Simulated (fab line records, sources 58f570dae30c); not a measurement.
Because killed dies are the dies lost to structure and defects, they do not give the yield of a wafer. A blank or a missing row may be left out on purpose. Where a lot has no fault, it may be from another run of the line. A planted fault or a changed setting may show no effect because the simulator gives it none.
Problem report, 8D (eight disciplines) form, completed by code :: flow berkeleyCmos170 :: the parts of the form that need people (team, actions taken, sign-off) are left out

1. THE PROBLEM
cdNm at UCB170_V2_CD_MEAS_90 reads a mean of 707.0 nm on 2 wafers of 1 lot; wafers without a fault read 699.8 nm with a standard deviation of 1.4. Measured from the usual mean, that is +5.2 standard deviations.
The step: target cd 700 nm.
Earliest sighting: wafer L661.1 on cdSem-02 at day 11 16:10. Wafers with a number at this step in the record: 15, from 5 lots. Rule for "out", or "out of limits": more than 4 standard deviations from the usual mean. The other wafers with a number count as sound.

2. WHAT IT IS AND WHAT IT IS NOT
question: which readings at this step
is: cdNm
is not: -

question: which lots
is: L661
is not: L655, L659, L660, L665

question: which wafers of those lots
is: L661.1, L661.6
is not: L661.5

question: read on which gauges
is: cdSem-02
is not: cdSem-01

question: when
is: from day 11 16:10
is not: up to then (10 sound wafers); but 3 sound wafers of L665 came after

3. WHAT RULES OUT EACH SUSPECT
Counting: a tool at a process step up to the reading stays a suspect if it ran every lot that is out. Sound lots after the first of them don't rule it out here, since some wafers of a struck lot are sound.
- the gauge at UCB170_V2_CD_MEAS_90 has been ruled out. All the wafers that are out were read on cdSem-02, but those of them that UCB170_V2_ETCH_14 has rows for are out there too, on other tools.
- cmp-01 at UCB170_V2_CMP_02 (polishes SiO2): kept. It ran the lot that is out, L661 (day 11 11:51); its last sound lot up to then is L660 (day 11 11:30).
- rieDiel-01 at UCB170_V2_ETCH_14 (etches SiO2 in CHF3/CF4/Ar, stops on Al, target depth 1250 nm, time 291 s): kept. It ran the lot that is out, L661 (day 11 15:53); its last sound lot up to then is L659 (day 10 16:00). Its own readings are out on those wafers: rfFwdPowerW.
- plasmaAsher-04 at UCB170_V2_STRIP_15 (strips in O2): kept. It ran the lot that is out, L661 (day 11 16:04); its last sound lot up to then is L655 (day 9 10:12). Its own readings are out on those wafers: stripTimeToEndpointS.
- The sound lot-mates ran in chamber 3 of cmp-01 at UCB170_V2_CMP_02, but the wafers that are out ran in chamber 0.
- The sound lot-mates ran in chamber 1 of rieDiel-01 at UCB170_V2_ETCH_14, but the wafers that are out ran in chamber 0.
cmp-01 at UCB170_V2_CMP_02, rieDiel-01 at UCB170_V2_ETCH_14 and plasmaAsher-04 at UCB170_V2_STRIP_15 are what is left after counting.

4. THE CAUSE (what the simulator had put in)
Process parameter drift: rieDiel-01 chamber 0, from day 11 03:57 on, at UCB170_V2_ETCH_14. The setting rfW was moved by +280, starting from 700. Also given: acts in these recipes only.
Counting leaves 3 suspects; this tool is one of them.

5. THE EFFECT CHAIN, in route order
Each row: a reading where the mean over the struck wafers with a number is more than 3 standard deviations away from the usual. Readings are gone through only where the record gives a usual standard deviation; hours: the median, over the lots, of the time from a lot's start at the first step in this table giving one to that lot's start at this step; sigmas: the change measured in usual standard deviations.
hours: 0
step: UCB170_V2_ETCH_14
reading: rfFwdPowerW
usual: 698.6 W
on struck wafers: 980.8
change: +282.1
sigmas: +99 or more

hours: 0
step: UCB170_V2_STRIP_15
reading: stripTimeToEndpointS
usual: 15.37 s
on struck wafers: 14.20
change: -1.17
sigmas: -9.8

hours: 0
step: UCB170_V2_CD_MEAS_90
reading: cdNm
usual: 699.8 nm
on struck wafers: 707.0
change: +7.2
sigmas: +5.2
Process steps it contains:
- UCB170_V2_ETCH_14: etches SiO2 in CHF3/CF4/Ar, stops on Al, target depth 1250 nm, time 291 s.
- UCB170_V2_STRIP_15: strips in O2.

6. WHAT WOULD HAVE CAUGHT IT SOONER
In this record the first reading out of limits at a measuring or inspecting step was taken at day 11 16:10, 12 hours after the fault began at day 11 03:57.
Tool's own readings at UCB170_V2_ETCH_14, rfFwdPowerW: out on all struck wafers the step has rows for; an alarm limit on them would have tripped on the first.
Lots out: 1; all had begun UCB170_V2_ETCH_14 on rieDiel-01 by day 11 16:10. Had the tool been put on hold then, not one of them would have been saved.
